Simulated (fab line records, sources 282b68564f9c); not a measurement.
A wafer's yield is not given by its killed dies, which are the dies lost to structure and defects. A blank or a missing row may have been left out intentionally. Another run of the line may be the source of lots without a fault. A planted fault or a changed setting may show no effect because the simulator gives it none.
A struck lot beside a sound one | flow rit cmos | 26 steps out of a route of 202
Sound: wafers L904.1, L904.5, L904.6. Struck: wafers L913.1, L913.2, L913.6. The cause is given at the end.
At each step with rows: each side's tool, then ch and its chambers, then its first start. Under that, the readings that differ: sound wafers | struck wafers | difference of the means | sigmas: that difference in standard deviations of wafers without a fault.
alike: words and numbers the same on both sides, and readings whose means are apart by under 2 such deviations; not compared: readings that were withheld, readings missing a value for some wafer, numbers with overlapping values and no deviation given by the record, and bounds like >300 which may hide the same value.
A row with sigmas, a row that says differs or no value, or rows on one side alone: a step with any of these is where the two part. When numbers do not overlap yet have no deviation, they are printed without sigmas and do not part them. Lack of a reading on every wafer of one side parts them only where that side has two or more wafers.

first, 1 step without rows for these wafers: RIT_PRETRO_IMPLANT_08.
RIT_PRETRO_STRIP_09: strips in O2, time 180 s.
  sound on plasma asher-01 ch 0,1, day 3 12:29; struck on plasma asher-03 ch 0,1, day 5 07:22
  alike: drypump motor current A
  not compared: rf hours counter h
RIT_PRETRO_TW_MEAS_10:
  sound on film metro-01 at day 3 12:40; struck on film metro-01 at day 5 07:32
  alike: PRETRO_TW
then, 5 steps without rows for these wafers: RIT_GATE_WET_ETCH_00 (etches SiO2 in BOE, target depth 56 nm, time 60 s); RIT_GATE_CLEAN_01 (cleans in SC1, time 600 s); RIT_GATE_CLEAN_02 (cleans in dHF, time 30 s); RIT_GATE_CLEAN_03 (cleans in SC2, time 600 s); RIT_GATE_CLEAN_04 (cleans in dHF, time 60 s).
RIT_FOX2_THK_MEAS_91:
  sound on film metro-04 at day 3 13:10; struck on film metro-04 at day 5 08:01
  alike: FIELD_OXIDE_LEFT_2_THK
then, 2 steps without rows for these wafers: RIT_GATE_OXIDATION_05 (target thk 3 nm, ox time 270 s); RIT_GATE_ANNEAL_06 (time 600 s).
RIT_GATE_THK_MEAS_07:
  sound on film metro-01 at day 3 15:49; struck on film metro-03 at day 5 11:38
  alike: GATE_OXIDE_THK
RIT_GATE_CVD_08: deposits poly-Si from SiH4, target thk 250 nm, time 2220 s.
  sound on lpcvd-02 ch 0, day 3 16:12; struck on lpcvd-01 ch 0, day 5 11:42
  reading                                  | sound           | struck            | difference | sigmas
  model.poly-Si_of_GATE_CVD_08.thk nm (nm) | 250.7 249.6 250 | 336.8 337.2 335.4 | +86.4      |
  alike: zone power centre pct
RIT_GATE_THK_MEAS_09:
  sound on film metro-01 at day 3 17:49; struck on film metro-03 at day 5 13:19
  reading            | sound             | struck            | difference | sigmas
  GATE_POLY_THK (nm) | 250.6 249.5 249.6 | 336.7 337.1 335.4 | +86.5      | +39
then, 6 steps without rows for these wafers: RIT_GATE_HMDS_10 (prime time 60 s); RIT_GATE_COAT_11 (resist thk 850 nm); RIT_GATE_SOFTBAKE_12 (time 60 s); RIT_GATE_EXPOSE_13 (exposes mask M6, target cd 150 nm); RIT_GATE_PEB_14; RIT_GATE_DEVELOP_15 (develop time 50 s).
RIT_GATE_CD_MEAS_16: target cd 150 nm.
  sound on cd sem-01 at day 3 18:44; struck on cd sem-02 at day 5 14:16
  alike: cd nm
RIT_GATE_OVL_MEAS_17:
  sound on overlay-02 at day 3 18:51; struck on overlay-02 at day 5 14:23
  alike: GATE_OVL
then, 1 step without rows for these wafers: RIT_GATE_HARDBAKE_18 (time 60 s).
RIT_GATE_ETCH_19: etches poly-Si in SF6/CHF3/O2, stops on SiO2, time 165 s, target depth 312.5 nm.
  sound on rie si-02 ch 0,2, day 3 19:02; struck on rie si-01 ch 0,1, day 5 14:44
  reading                          | sound             | struck            | difference | sigmas
  oes product au (a.u.)            | 0.846 0.842 0.819 | 0.982 0.986 0.982 | +0.148     | +15
  model.GATE.feature depth nm (nm) | 250.7 249.6 250   | 306.1 312 310.9   | +59.6      |
  model.etch.depth nm (nm)         | 250.7 249.6 250   | 306.1 312 310.9   | +59.6      |
  alike: drypump motor current A, he backside leak sccm, throttle valve pct
  not compared: rf hours counter h
RIT_GATE_STRIP_20: strips in O2, time 180 s.
  sound on plasma asher-02 ch 0,1, day 3 19:08; struck on plasma asher-03 ch 0,1, day 5 14:50
  alike: drypump motor current A
  not compared: rf hours counter h
RIT_M1_PROBE_99:
  sound on prober-01 at day 4 16:02; struck on prober-02 at day 6 12:16
  reading             | sound | struck      | difference | sigmas
  killed at front end | 9 5 5 | 264 261 264 | +257       | +83
  killed dies         | 9 5 5 | 264 261 264 | +257       | +83
  killed on rim       | 1 0 3 | 70 70 70    | +69        | +46
  alike: killed at contacts, killed open, killed short

== WHERE THEY PART ==
At RIT_GATE_THK_MEAS_09 first; at RIT_M1_PROBE_99 last (within this record only).

WHY: what the simulator had put in
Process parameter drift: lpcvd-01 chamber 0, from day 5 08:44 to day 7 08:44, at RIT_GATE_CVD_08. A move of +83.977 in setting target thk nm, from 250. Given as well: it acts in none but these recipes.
